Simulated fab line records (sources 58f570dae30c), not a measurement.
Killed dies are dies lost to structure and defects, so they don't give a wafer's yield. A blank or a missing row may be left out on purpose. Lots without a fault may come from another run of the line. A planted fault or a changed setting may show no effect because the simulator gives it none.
Problem report in the 8D (eight disciplines) form, filled by code || flow berkeley-cmos170 || the parts of the form that need people (team, actions taken, sign-off) are left out

## 1. PROBLEM STATEMENT
Wafers free of any fault read 0.0484 ohm/sq (standard deviation 0.00054) for M1_AL_RS at UCB170_M1_RS_MEAS_01, against a mean of 0.0309 ohm/sq on 6 wafers of 2 lots. That puts it -32 standard deviations away from the usual mean.
The step: measures by four-point-probe.
The first sign was on wafer L553.1 at day 8 17:08, on film-metro-01. The record holds 42 wafers of 14 lots with a number at this step. By rule, "out" or "out of limits" means more than 4 standard deviations away from the usual mean. All remaining wafers that have a number are taken as sound.

## 2. WHAT THIS IS AND IS NOT
{"question": "which readings at this step", "is": "M1_AL_RS", "is not": "-"}
{"question": "which lots", "is": "L552, L553", "is not": "L543, L545, L547, L549, L550, L554, L557, L559, L560, L561, L562, L564"}
{"question": "which wafers of those lots", "is": "all that have a number", "is not": "-"}
{"question": "read on which gauges", "is": "film-metro-01", "is not": "film-metro-03, film-metro-04"}
{"question": "when", "is": "from day 8 17:08", "is not": "up to then (15 sound wafers); but 21 sound wafers of L554, L557, L559, L560, L561, L562, L564 came after"}

## 3. SUSPECTS, AND WHAT RULES EACH OUT
Counting: a tool stays on the suspect list if, at a process step up to the reading, it processed all lots that are out and no sound lot following the first of them.
- the gauge at UCB170_M1_RS_MEAS_01: ruled out. All the wafers that are out were read on film-metro-01, but those of them that UCB170_M1_SPUTTER_00 has rows for are out there too, on other tools.
- rtp-anneal-01 at UCB170_SILICIDE_RTA_04 (time 15 s): ruled out as a lasting fault. Following L553 (day 8 10:47), the first lot on it that is out, the sound lots L559, L562 were run on it.
- pvd-sputter-04 at UCB170_M1_SPUTTER_00 (material Al, target thk 600 nm, time 80 s): kept. Every lot that is out went through it, starting with L553 (day 8 17:05), and after that it ran no sound lot; the last sound lot it ran before then is L547 (day 8 08:31). Its own cathode-dc-power-W readings are out on those wafers.
Remaining after the count: pvd-sputter-04 at UCB170_M1_SPUTTER_00.

## 4. THE CAUSE (what the simulator had put in)
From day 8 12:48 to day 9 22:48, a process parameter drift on pvd-sputter-04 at UCB170_M1_SPUTTER_00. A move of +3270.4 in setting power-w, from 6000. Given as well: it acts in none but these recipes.
This tool alone remained once counting was done.

## 5. THE CHAIN OF EFFECTS, in route order
Each row: a reading whose mean over the struck wafers that have a number lies more than 3 standard deviations from the usual. Readings are gone through only where the record gives a usual standard deviation; hours: the median, over the lots, of the time from a lot's start at the first step in this table giving one to that lot's start at this step; sigmas: the change measured in usual standard deviations.
{"hours": 0, "step": "UCB170_M1_SPUTTER_00", "reading": "cathode-dc-power-W", "usual": "6000.0 W", "on struck wafers": 9270.4, "change": "+3270.4", "sigmas": "+99 or more"}
{"hours": 0, "step": "UCB170_M1_RS_MEAS_01", "reading": "M1_AL_RS", "usual": "0.0484 ohm/sq", "on struck wafers": 0.0309, "change": -0.0175, "sigmas": -32}
{"hours": 0, "step": "UCB170_M1_THK_MEAS_02", "reading": "M1_AL_THK", "usual": "595 nm", "on struck wafers": 923, "change": "+328", "sigmas": "+46"}
{"hours": 2, "step": "UCB170_M1_METAL_ETCH_12", "reading": "oes-product-au", "usual": "0.850 a.u.", "on struck wafers": 0.966, "change": "+0.116", "sigmas": "+7.7"}
Here are the process steps it includes:
- UCB170_M1_SPUTTER_00: material Al, target thk 600 nm, time 80 s.
- UCB170_M1_METAL_ETCH_12: etches Al in Cl2/BCl3, stops on PSG, target depth 780 nm, time 130 s.

## 6. HOW IT WOULD HAVE BEEN CAUGHT EARLIER
Counted from the fault's start at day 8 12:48, it took 4 hours until the first out-of-limits reading at a measuring or inspecting step in this record, taken at day 8 17:08.
At UCB170_M1_SPUTTER_00, the tool's own readings (cathode-dc-power-W) were out on each struck wafer the step has a row for, so an alarm limit on them would have fired on the first such wafer.
L552, from the lots that are out (2), started UCB170_M1_SPUTTER_00 on pvd-sputter-04 later than day 8 17:08. Had the tool been put on hold then, it would have been spared.
